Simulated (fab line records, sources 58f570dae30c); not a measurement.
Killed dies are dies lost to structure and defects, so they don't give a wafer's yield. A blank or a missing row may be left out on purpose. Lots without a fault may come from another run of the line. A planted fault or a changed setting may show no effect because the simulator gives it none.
Chamber matching | flow berkeley_cmos170 | UCB170_V1_ETCH_14 on rie_diel-03: 3 sister chambers
The step etches SiO2 in CHF3/CF4/Ar, stops on Al, target depth 1250 nm, time 291 s. 14 wafers are shown with their chamber, then 4 later ones without.

WAFERS WITH THEIR CHAMBER
wafer  | chamber | drypump_motor_current_A (A) | throttle_valve_pct (%) | oes_product_au (a.u.)
L696.3 | 2       | 5.6                         | 6.79                   | 0.860
L696.4 | 0       | 5.4                         | 6.90                   | 0.882
L696.6 | 2       | 5.7                         | 6.77                   | 0.870
L693.3 | 2       | 5.7                         | 6.79                   | 0.863
L693.4 | 0       | 5.4                         | 6.88                   | 0.881
L693.6 | 2       | 5.7                         | 6.79                   | 0.866
L698.1 | 0       | 5.4                         | 6.88                   | 0.885
L698.2 | 3       | 6.3                         | 6.93                   | 0.866
L698.5 | 0       | 5.4                         | 6.87                   | 0.879
L700.2 | 3       | 6.3                         | 6.94                   | 0.865
L700.3 | 0       | 5.4                         | 6.86                   | 0.873
L700.5 | 3       | 6.3                         | 6.95                   | 0.864
L702.1 | 2       | 5.7                         | 6.76                   | 0.869
L702.2 | 3       | 6.3                         | 6.96                   | 0.869

SIGNATURES (means of the wafers above)
reading                 | chamber 0 | chamber 2 | chamber 3 | scatter within a chamber
drypump_motor_current_A | 5.400     | 5.680     | 6.300     | 0.027
throttle_valve_pct      | 6.8780    | 6.7800    | 6.9450    | 0.0141
oes_product_au          | 0.88000   | 0.86560   | 0.86600   | 0.00385
Rule: a wafer's distance from a chamber is the root of the sum, over the readings, of the square of ((its reading less the chamber's mean) divided by the reading's scatter). The wafer belongs to the nearest chamber; if the next one is less than 2 further off, it can't be placed. The scatter: the root of (the sum of the squares of (reading less its chamber's mean) over the shown wafers, divided by (wafers less chambers)).

WAFERS WITHOUT THEIR CHAMBER
wafer  | drypump_motor_current_A (A) | throttle_valve_pct (%) | oes_product_au (a.u.)
L702.3 | 5.4                         | 6.89                   | 0.877
L707.3 | 5.7                         | 6.78                   | 0.865
L707.6 | 5.6                         | 6.76                   | 0.867
L713.1 | 5.4                         | 6.86                   | 0.880

WHICH CHAMBER EACH WENT THROUGH
wafer  | from the rows above | in truth
L702.3 | 0                   | 0
L707.3 | 2                   | 2
L707.6 | 2                   | 2
L713.1 | 0                   | 0
Placed correctly: 4 of 4. Can't be placed from these rows: 0. Placed wrongly: 0.
